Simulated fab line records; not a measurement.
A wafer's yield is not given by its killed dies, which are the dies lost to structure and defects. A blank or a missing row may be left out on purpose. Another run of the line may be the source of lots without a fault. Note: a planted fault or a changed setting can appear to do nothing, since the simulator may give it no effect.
Comparing a struck lot with a sound one	flow rit-cmos	27 steps out of a route of 202
Sound: the wafers L296.3, L296.5, L296.6. Struck: wafer L293.4. (L293.5, L293.6 of the same lot were not struck and are left out.) The cause comes at the end.
For every step that has rows: the tool of each side, followed by ch and its chambers, followed by its first start. Under that, the readings that differ: sound wafers	struck wafers	difference of the means	sigmas: that difference in standard deviations of wafers without a fault.
alike: readings with means less than 2 such deviations apart, plus words and numbers identical on both sides. not compared: withheld readings, readings lacking a value on some wafer, bounds such as >300 that could conceal the same value, and numbers that have no deviation in the record and whose values overlap.
A row with sigmas, a row that says differs or no value, or rows on one side alone: a step with any of these is where the two part. When numbers do not overlap yet have no deviation, they are printed without sigmas and do not part them. A reading missing from all wafers of one side parts the sides only when that side holds two or more wafers.

first, 4 steps without rows for these wafers: RIT_CONTACT_SOFTBAKE_04 (time 60 s); RIT_CONTACT_EXPOSE_05 (exposes mask M11, target cd 1000 nm); RIT_CONTACT_PEB_06; RIT_CONTACT_DEVELOP_07 (develop time 120 s).
RIT_CONTACT_CD_MEAS_08 targets a cd of 1000 nm.
  sound: cd-sem-01 at day 5 17:21; struck: cd-sem-02 at day 5 06:11
reading	sound	struck	difference	sigmas
cd-nm (nm)	1001.0 998.9 1002.2	1004.9	+4.2	+2
RIT_CONTACT_OVL_MEAS_09:
  sound: overlay-01 at day 5 17:26; struck: overlay-01 at day 5 06:16
  alike: CONTACT_OVL
then, 1 step without rows for these wafers: RIT_CONTACT_HARDBAKE_10 (time 60 s).
RIT_CONTACT_ETCH_11: etches SiO2 in CHF3/CF4/Ar, stops on TiSi2, target depth 480 nm, time 320 s.
  sound on rie-diel-03 ch 1,2,3, day 5 17:37; struck on rie-diel-02 ch 2, day 5 06:26
  alike: drypump-motor-current-A, oes-product-au, throttle-valve-pct
  not compared: rf-hours-counter-h
RIT_CONTACT_STRIP_12: strips in O2, time 180 s.
  sound on plasma-asher-04 ch 0,1, day 5 17:52; struck on plasma-asher-02 ch 1, day 5 06:41
  alike: drypump-motor-current-A
  not compared: rf-hours-counter-h
RIT_CONTACT_CD_MEAS_90 targets a cd of 1000 nm.
  sound: cd-sem-02 at day 5 18:01; struck: cd-sem-02 at day 5 06:52
reading	sound	struck	difference	sigmas
cd-nm (nm)	1001.1 999.0 1001.8	1004.9	+4.3	+2
then, 2 steps without rows for these wafers: RIT_CONTACT_CLEAN_13 (cleans in SC1, time 600 s); RIT_CONTACT_CLEAN_14 (cleans in SC2, time 600 s).
RIT_M1_SPUTTER_00: material Al, target thk 400 nm, time 500 s.
  sound: pvd-sputter-02 at day 5 18:38; struck: pvd-sputter-04 at day 5 07:17
reading	sound	struck	difference	sigmas
model.Al_of_M1_SPUTTER_00.thk-nm (nm)	403.4 405.1 407.3	439.7	+34.4	
  alike: throttle-valve-pct
RIT_M1_RS_MEAS_01: a four-point-probe measurement.
  sound: film-metro-03 at day 5 18:58; struck: film-metro-01 at day 5 07:38
reading	sound	struck	difference	sigmas
M1_AL_RS (ohm/sq)	0.0728 0.0724 0.0721	0.0667	-0.0057	-7
RIT_M1_THK_MEAS_02: measures by xrf.
  sound: film-metro-03 at day 5 19:04; struck: film-metro-01 at day 5 07:44
reading	sound	struck	difference	sigmas
M1_AL_THK (nm)	394 398 401	435	+37	+8
then, 6 steps without rows for these wafers: RIT_M1_HMDS_03 (prime time 60 s); RIT_M1_COAT_04 (resist thk 1300 nm); RIT_M1_SOFTBAKE_05 (time 60 s); RIT_M1_EXPOSE_06 (exposes mask M12, target cd 2600 nm); RIT_M1_PEB_07; RIT_M1_DEVELOP_08 (develop time 68 s).
RIT_M1_CD_MEAS_09 targets a cd of 2600 nm.
  sound: cd-sem-01 at day 5 20:11; struck: cd-sem-01 at day 5 08:50
reading	sound	struck	difference	sigmas
cd-nm (nm)	2595.4 2596.2 2593.6	2600.1	+5.0	+2
RIT_M1_OVL_MEAS_10:
  sound: overlay-02 at day 5 20:17; struck: overlay-02 at day 5 08:55
  alike: M1_OVL
then, 1 step without rows for these wafers: RIT_M1_HARDBAKE_11 (time 120 s).
RIT_M1_METAL_ETCH_12: etches Al in Cl2/BCl3, stops on SiO2, time 165 s, target depth 600 nm.
  sound on rie-metal-04 ch 0,1, day 5 20:37; struck on rie-metal-04 ch 0, day 5 09:14
reading	sound	struck	difference	sigmas
oes-product-au (a.u.)	0.793 0.785 0.803	0.835	+0.041	+4
  alike: drypump-motor-current-A, throttle-valve-pct
  not compared: rf-hours-counter-h
then, 1 step without rows for these wafers: RIT_M1_STRIP_13 (strips in nmp, time 600 s).
RIT_M1_PROBE_99:
  sound: prober-01 at day 5 22:55; struck: prober-02 at day 5 11:35
reading	sound	struck	difference	sigmas
defect-limited-yield (%)	97.0 97.3 96.2	99.2	+2.4	+2
killed-at-front-end	8 7 10	2	-6	-2
killed-dies	8 7 10	2	-6	-2
killed-open	6 4 6	1	-4	-2
sort-n-pass	256.0 257.0 254.0	262.0	+6.3	+2
sort-yield-pct (%)	97.0 97.3 96.2	99.2	+2.4	+2
model.etest.m1.rs-ohm-sq	0.07165 0.07155 0.07136	0.06609	-0.00543	
  alike: killed-at-contacts, killed-short, sort_bin_3_pad_short, sort_bin_5_function, sort_bin_6_memory

== WHERE THEY PART ==
First at RIT_CONTACT_CD_MEAS_08; last, within this record, at RIT_M1_PROBE_99.

WHY: what the simulator had put in
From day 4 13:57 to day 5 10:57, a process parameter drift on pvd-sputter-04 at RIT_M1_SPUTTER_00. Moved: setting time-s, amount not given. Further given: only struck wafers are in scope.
